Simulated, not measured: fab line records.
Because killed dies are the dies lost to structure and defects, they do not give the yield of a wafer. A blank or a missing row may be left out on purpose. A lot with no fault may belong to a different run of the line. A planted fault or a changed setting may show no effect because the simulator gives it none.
A struck lot beside a sound one    flow berkeleyCmos170    15 steps out of a route of 331
Sound: wafers L592.1, L592.3, L592.6. The struck wafers were L599.1, L599.3, L599.6. The cause is named last.
Order at every step that has rows: each side's tool, ch and its chambers, its first start. Under that, the readings that differ: sound wafers    struck wafers    difference of the means    sigmas: that difference in standard deviations of wafers without a fault.
alike: same words and numbers on both sides, and readings whose means sit less than 2 such deviations apart. not compared: any withheld reading, any reading some wafer has no value for, any bound like >300 that may hide the same value, and any number with overlapping values for which the record gives no deviation.
The two part at a step that has a row with sigmas, a row that says differs or no value, or rows on one side only. Numbers that don't overlap but have no deviation are shown without sigmas and don't part them. A reading missing from all wafers of one side parts the sides only when that side holds two or more wafers.

UCB170_V1_CD_MEAS_90: target cd 700 nm.
  sound: cdSem-01 at day 7 19:49; struck: cdSem-01 at day 9 05:38
  alike: cdNm
then, 1 step without rows for these wafers: UCB170_M2_PRE_CLEAN_00 (preclean etch time 60 s).
UCB170_M2_SPUTTER_01: material Al, target thk 900 nm, time 120 s.
  sound: pvdSputter-04 at day 7 20:00; struck: pvdSputter-02 at day 9 05:49
  alike: throttleValvePct
UCB170_M2_RS_MEAS_02: a four-point-probe measurement.
  sound: filmMetro-02 at day 7 20:05; struck: filmMetro-01 at day 9 05:54
  alike: M2_AL_RS
UCB170_M2_THK_MEAS_03: measures by xrf.
  sound: filmMetro-02 at day 7 20:13; struck: filmMetro-01 at day 9 06:01
  alike: M2_AL_THK
then, 3 steps without rows for these wafers: UCB170_M2_HMDS_04 (prime time 60 s); UCB170_M2_COAT_05 (resist thk 900 nm); UCB170_M2_SOFTBAKE_06 (time 60 s).
UCB170_M2_STRIP_07: strips in O2.
  sound on plasmaAsher-04 ch 0,1, day 7 20:50; struck on plasmaAsher-04 ch 0,1, day 9 06:41
  alike: drypumpMotorCurrentA, oesProductAu, stripTimeToEndpointS
  not compared: rfHoursCounterH
then, 3 steps without rows for these wafers: UCB170_M2_STRIP_08 (strips KrF in DMSO, time 600 s); UCB170_M2_COAT_09; UCB170_M2_COAT_10 (resist thk 900 nm).
UCB170_M2_SOFTBAKE_11: time 60 s.
  sound on lithoTrack-02 ch 0, day 7 21:00; struck on lithoTrack-02 ch 0, day 9 07:00
reading                sound              struck             difference  sigmas
heaterPowerTotalW (W)  56.80 56.83 56.82  58.72 58.70 58.65  +1.87       +39
runLengthS (s)         89.23 89.39 89.32  82.49 82.46 82.73  -6.75       -48
  alike: chillPlateTempC
then, 1 step without rows for these wafers: UCB170_M2_EXPOSE_12 (exposes mask METAL2, target cd 700 nm).
UCB170_M3_PROBE_99:
  rows exist in the record for the struck wafers here (prober-02, day 9 16:56), but not for the sound ones

## WHERE THEY PART
Earliest at UCB170_M2_SOFTBAKE_11; latest, in this record, at UCB170_M3_PROBE_99.

WHY: what had been put in by the simulator
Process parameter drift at UCB170_M2_SOFTBAKE_11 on lithoTrack-02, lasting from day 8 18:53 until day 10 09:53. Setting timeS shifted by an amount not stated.
